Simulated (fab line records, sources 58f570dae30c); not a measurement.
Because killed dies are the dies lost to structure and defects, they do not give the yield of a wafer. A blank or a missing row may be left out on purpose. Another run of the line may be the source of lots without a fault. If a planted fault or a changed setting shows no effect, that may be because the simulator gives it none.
Problem report, 8D (eight disciplines) form, completed by code || flow berkeley_cmos170 || the parts of the form that need people (team, actions taken, sign-off) are left out

1. THE ISSUE
Wafers free of any fault read 75.5 ohm/sq (standard deviation 0.31) for PSD_RS at UCB170_SDANNEAL_RS_MEAS_02, against a mean of 84.0 ohm/sq on 6 wafers of 2 lots. Relative to the usual mean, that is a shift of +28 standard deviations.
The step: measures by four-point-probe.
Earliest sighting: wafer L441.2 on film_metro-04 at day 9 19:20. At this step, 42 wafers from 14 lots have a number in the record. Rule for "out", or "out of limits": more than 4 standard deviations from the usual mean. All remaining wafers that have a number are taken as sound.

2. WHAT IT IS, AND WHAT IT ISN'T
{"question": "which readings at this step", "is": "PSD_RS", "is not": "-"}
{"question": "which lots", "is": "L440, L441", "is not": "L425, L426, L427, L428, L429, L431, L432, L435, L437, L445, L447, L448"}
{"question": "which wafers of those lots", "is": "all that have a number", "is not": "-"}
{"question": "read on which gauges", "is": "film_metro-04", "is not": "film_metro-01"}
{"question": "when", "is": "from day 9 19:20", "is not": "up to then (27 sound wafers); but 9 sound wafers of L445, L447, L448 came after"}

3. THE SUSPECTS, EACH WITH WHAT RULES IT OUT
Counting: a tool at a process step up to the reading stays a suspect if it ran every lot that is out and no sound lot after the first of them.
- the gauge at UCB170_SDANNEAL_RS_MEAS_02: kept. All the wafers that are out were read on film_metro-04, and no step on other tools shows them out.
- rtp_anneal-01 at UCB170_SDANNEAL_RTA_01 (time 5 s): kept. It ran every lot that is out, first L441 (day 9 19:16), and no sound lot after that; its last sound lot up to then is L437 (day 9 02:20).
After counting, rtp_anneal-01 at UCB170_SDANNEAL_RTA_01 and film_metro-04 at UCB170_SDANNEAL_RS_MEAS_02 remain.

4. THE CAUSE (what the simulator had put in)
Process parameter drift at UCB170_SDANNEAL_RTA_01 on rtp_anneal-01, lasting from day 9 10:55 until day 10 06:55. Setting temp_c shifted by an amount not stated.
After counting, 2 suspects remain, this tool included.

5. SEQUENCE OF EFFECTS, ordered by route
Rows list readings where the struck wafers' mean (over those with a number) sits beyond 3 standard deviations from the usual. Scope: only readings with a usual standard deviation given in the record; hours: median across lots of the time from each lot's start at the first step in this table that gives one to its start at this step; sigmas: change in usual standard deviations.
{"hours": 0, "step": "UCB170_SDANNEAL_RS_MEAS_02", "reading": "PSD_RS", "usual": "75.5 ohm/sq", "on struck wafers": 84.0, "change": "+8.5", "sigmas": "+28"}
{"hours": 0, "step": "UCB170_SDANNEAL_RS_MEAS_03", "reading": "NSD_RS", "usual": "37.26 ohm/sq", "on struck wafers": 38.47, "change": "+1.21", "sigmas": "+14"}
{"hours": 0, "step": "UCB170_SDANNEAL_RS_MEAS_04", "reading": "PLDD_RS", "usual": "1030.0 ohm/sq", "on struck wafers": 1042.8, "change": "+12.8", "sigmas": "+5.3"}
Later measuring or inspecting steps at which every struck wafer that the step has a row for has a number for every such reading, and none has moved that far: UCB170_V2_BOW_MEAS_03, UCB170_M3_RS_MEAS_02.

6. HOW IT WOULD HAVE BEEN CAUGHT EARLIER
8 hours passed between the start of the fault at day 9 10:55 and the first reading out of limits at a measuring or inspecting step in this record, taken at day 9 19:20.
An alarm limit of 4 standard deviations would not have fired on the tool readings at UCB170_SDANNEAL_RTA_01 for which the record gives a usual standard deviation, since none of them was out on any struck wafer.
Among the 2 lots that are out, L440 began UCB170_SDANNEAL_RTA_01 on rtp_anneal-01 after day 9 19:20. A hold on the tool at that time would have spared it.
